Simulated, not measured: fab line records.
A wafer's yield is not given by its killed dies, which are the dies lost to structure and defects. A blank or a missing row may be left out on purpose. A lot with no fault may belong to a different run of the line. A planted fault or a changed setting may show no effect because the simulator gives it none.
Split-lot trial    flow berkeley-cmos170    route with 331 steps; 5 lots, 23 wafers read

== SPLIT DETAILS ==
At UCB170_ACTIVE_COAT_08 (resist thk 900 nm), the setting spin-rpm was moved away from the recipe's 1500 rpm on 11 of the 23 wafers read, by -5.1% to +7.0%. The other wafers ran this setting at the recipe's value.

== FROM THE SPLIT TO THE READING: what the file shows between them, 3 steps ==
- UCB170_ACTIVE_PEB_11 (also split here: peb-temp-c)
- UCB170_ACTIVE_DEVELOP_12: develop time 45 s
- UCB170_ACTIVE_CD_MEAS_13: target cd 1200 nm

== THE READING ==
KrF_of_ACTIVE_COAT_08.thk-nm (the simulator's own value, which no gauge read), in nm, at UCB170_ACTIVE_ETCH_15 (etches Si3N4 in CH3F/Ar/O2, stops on SiO2, target depth 242 nm, time 151 s). The file gives no usual value for it. The 12 wafers here that ran the recipe average 724.4 nm, standard deviation 4 nm.

wafer   tool, chamber at the split  spin-rpm as run, rpm  against the recipe  KrF_of_ACTIVE_COAT_08.thk-nm, nm  against lot-mates on the recipe
L079.2  litho-track-03, 0           1500                  recipe              729.7                             -
L079.3  litho-track-03, 0           1423                  -5.1%               751.6                             +24.4
L079.4  litho-track-03, 0           1423                  -5.1%               753.5                             +26.3
L079.5  litho-track-03, 0           1500                  recipe              724.7                             -
L079.6  litho-track-03, 0           1423                  -5.1%               753.5                             +26.3
L081.1  litho-track-01, 0           1500                  recipe              728.7                             -
L081.2  litho-track-01, 0           1423                  -5.1%               748.2                             +21.8
L081.3  litho-track-01, 0           1423                  -5.1%               746.6                             +20.2
L081.4  litho-track-01, 0           1500                  recipe              724.1                             -
L081.6  litho-track-01, 0           1423                  -5.1%               748.5                             +22.1
L084.2  litho-track-02, 0           1500                  recipe              726                               -
L084.3  litho-track-02, 0           1605                  +7.0%               697.5                             -29.4
L084.4  litho-track-02, 0           1500                  recipe              726.9                             -
L084.5  litho-track-02, 0           1605                  +7.0%               700.6                             -26.3
L084.6  litho-track-02, 0           1500                  recipe              727.9                             -
L083.1  litho-track-01, 0           1500                  recipe              720.4                             -
L083.4  litho-track-01, 0           1500                  recipe              715.9                             -
L083.5  litho-track-01, 0           1500                  recipe              718.7                             -
L085.1  litho-track-03, 0           1536                  +2.4%               710.7                             -13.9
L085.2  litho-track-03, 0           1536                  +2.4%               712.2                             -12.4
L085.3  litho-track-03, 0           1500                  recipe              724.2                             -
L085.4  litho-track-03, 0           1536                  +2.4%               708.8                             -15.8
L085.5  litho-track-03, 0           1500                  recipe              725                               -

THE FIT
A straight line over all 23 wafers: KrF_of_ACTIVE_COAT_08.thk-nm changes by -4.55 nm for each +1% of spin-rpm; r = -0.97; the points scatter about the line by 4.2 nm.
The same after taking each lot's own level away (the mean of its wafers on the recipe; 23 wafers): -4.45 nm for each +1%; r = -0.99; scatter 2.5 nm.
According to that fit, moving spin-rpm by its largest amount changes the reading by 31 nm.
The span of the lots' own levels, 718.33 to 727.20 nm, comes to 2.2 times the standard deviation stated above.
So the lot-to-lot level changes the slope little: the two slopes agree.
Check: for one of the wafers moved furthest among these (+7.0%), held out of the fit, the line's prediction against its lot-mates is -31.6 nm. Against them it came out at -29.4 nm.

== THE OTHER SPLITS THESE WAFERS WENT THROUGH ==
Other splits were also applied to these wafers ahead of the reading. Each is held against what the fit with the lots' levels taken away leaves over:
other split on the same wafers         wafers away from the commonest value  r with KrF_of_ACTIVE_COAT_08.thk-nm (lot level and that fit taken away)
UCB170_ZERO_COAT_01 resist-thk-nm      8                                     +0.16
UCB170_ZERO_DEVELOP_05 develop-time-s  9                                     -0.64
UCB170_NWELL_IMPLANT_14 dose-cm2       6                                     +0.29
UCB170_PWELL_OXIDATION_02 temp-c       15                                    +0.07
UCB170_ACTIVE_PEB_11 peb-temp-c        8                                     -0.12

== THE WHOLE CHAIN: every reading that the file lists as answering this split, in the file's order ==
step                    what it does                                                                reading                                                                        change (the file's fit)               r (the file's)
UCB170_ACTIVE_COAT_08   resist thk 900 nm                                                           KrF_of_ACTIVE_COAT_08.thk-nm (the simulator's own value, which no gauge read)  -4.66 nm for each +1% of the setting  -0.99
UCB170_ACTIVE_ETCH_15   etches Si3N4 in CH3F/Ar/O2, stops on SiO2, target depth 242 nm, time 151 s  KrF_of_ACTIVE_COAT_08.thk-nm (the simulator's own value, which no gauge read)  -4.38 nm for each +1% of the setting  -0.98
UCB170_ACTIVE_STRIP_16  strips in O2                                                                strip-time-to-endpoint-s                                                       withheld for each +1% of the setting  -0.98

== THE FILE'S OWN FIT ==
KrF_of_ACTIVE_COAT_08.thk-nm changes by -4.38 nm for each +1% of spin-rpm, r = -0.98.
